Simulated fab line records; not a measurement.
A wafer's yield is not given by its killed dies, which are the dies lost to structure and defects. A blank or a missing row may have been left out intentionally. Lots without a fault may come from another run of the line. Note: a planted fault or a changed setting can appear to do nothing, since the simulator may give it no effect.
Problem report in the 8D (eight disciplines) form, filled by code || flow rit cmos || the parts of the form that need people (team, actions taken, sign-off) are left out

== 1. WHAT WENT WRONG ==
Wafers free of any fault read 25.1 nm (standard deviation 0.34) for REOX_OXIDE_THK at RIT_REOX_THK_MEAS_04, against a mean of 29.1 nm on 6 wafers of 2 lots. That puts it +12 standard deviations away from the usual mean.
First observed at day 6 06:13: wafer L932.1, on film metro-04. The record has a number at this step for 42 wafers belonging to 14 lots. The rule behind "out" and "out of limits": a value lying over 4 standard deviations away from the usual mean. All remaining wafers that have a number are taken as sound.

== 2. WHAT THIS IS AND IS NOT ==
{"question": "which readings at this step", "is": "REOX_OXIDE_THK", "is not": "-"}
{"question": "which lots", "is": "L932, L933", "is not": "L915, L916, L917, L918, L921, L922, L923, L925, L928, L934, L935, L936"}
{"question": "which wafers of those lots", "is": "all that have a number", "is not": "-"}
{"question": "read on which gauges", "is": "film metro-01, film metro-04", "is not": "film metro-02"}
{"question": "when", "is": "from day 6 06:13", "is not": "up to then (27 sound wafers); but 9 sound wafers of L934, L935, L936 came after"}

== 3. WHAT RULES OUT EACH SUSPECT ==
Counting: any tool at a process step up to the reading is kept as a suspect provided that every lot that is out went through it and no sound lot did after the first of them.
- ruled out: the gauge at RIT_REOX_THK_MEAS_04. The wafers that are out were read on 2 gauges (film metro-01, film metro-04).
- furnace-01 at RIT_REOX_OXIDATION_03 (target thk 25.2 nm, ox time 5580 s): kept. It ran every lot that is out, first L932 (day 6 03:40), and no sound lot after that; its last sound lot up to then is L928 (day 5 07:22). Its own spike tc centre C, spike tc load C, spike tc source C, tube center temp C, tube_center_temp_C_max readings are out on those wafers.
Left after counting: furnace-01 at RIT_REOX_OXIDATION_03.

== 4. THE CAUSE (what the simulator had put in) ==
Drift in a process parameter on furnace-01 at RIT_REOX_OXIDATION_03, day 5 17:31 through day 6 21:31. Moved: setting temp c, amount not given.
After counting, this tool was the only one left.

== 5. SEQUENCE OF EFFECTS, ordered by route ==
Rows list readings where the struck wafers' mean (over those with a number) sits beyond 3 standard deviations from the usual. Readings are gone through only where the record gives a usual standard deviation; hours: the median, over the lots, of the time from a lot's start at the first step in this table giving one to that lot's start at this step; sigmas: the change measured in usual standard deviations.
{"hours": 0, "step": "RIT_REOX_OXIDATION_03", "reading": "spike tc centre C", "usual": "901.5 C", "on struck wafers": 916.0, "change": "+14.5", "sigmas": "+9.6"}
{"hours": 0, "step": "RIT_REOX_OXIDATION_03", "reading": "spike tc load C", "usual": "924 C", "on struck wafers": 949, "change": "+25", "sigmas": "+4.5"}
{"hours": 0, "step": "RIT_REOX_OXIDATION_03", "reading": "spike tc source C", "usual": "924.3 C", "on struck wafers": 937.1, "change": "+12.8", "sigmas": "+6.7"}
{"hours": 0, "step": "RIT_REOX_OXIDATION_03", "reading": "tube center temp C", "usual": "900.01 C", "on struck wafers": 915.03, "change": "+15.02", "sigmas": "+99 or more"}
{"hours": 0, "step": "RIT_REOX_OXIDATION_03", "reading": "tube_center_temp_C_max", "usual": 902.3, "on struck wafers": 917.3, "change": "+15.0", "sigmas": "+46"}
{"hours": 3, "step": "RIT_REOX_THK_MEAS_04", "reading": "REOX_OXIDE_THK", "usual": "25.1 nm", "on struck wafers": 29.1, "change": "+4.0", "sigmas": "+12"}
The process steps in it:
- RIT_REOX_OXIDATION_03: target thk 25.2 nm, ox time 5580 s.

== 6. HOW IT WOULD HAVE BEEN CAUGHT EARLIER ==
In this record the first reading out of limits at a measuring or inspecting step was taken at day 6 06:13, 13 hours after the fault began at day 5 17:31.
Tool's own readings at RIT_REOX_OXIDATION_03, spike tc centre C, spike tc load C, spike tc source C, tube center temp C, tube_center_temp_C_max: out on all struck wafers the step has rows for; an alarm limit on them would have tripped on the first.
L933, from the lots that are out (2), started RIT_REOX_OXIDATION_03 on furnace-01 later than day 6 06:13. A hold on the tool at that time would have spared it.
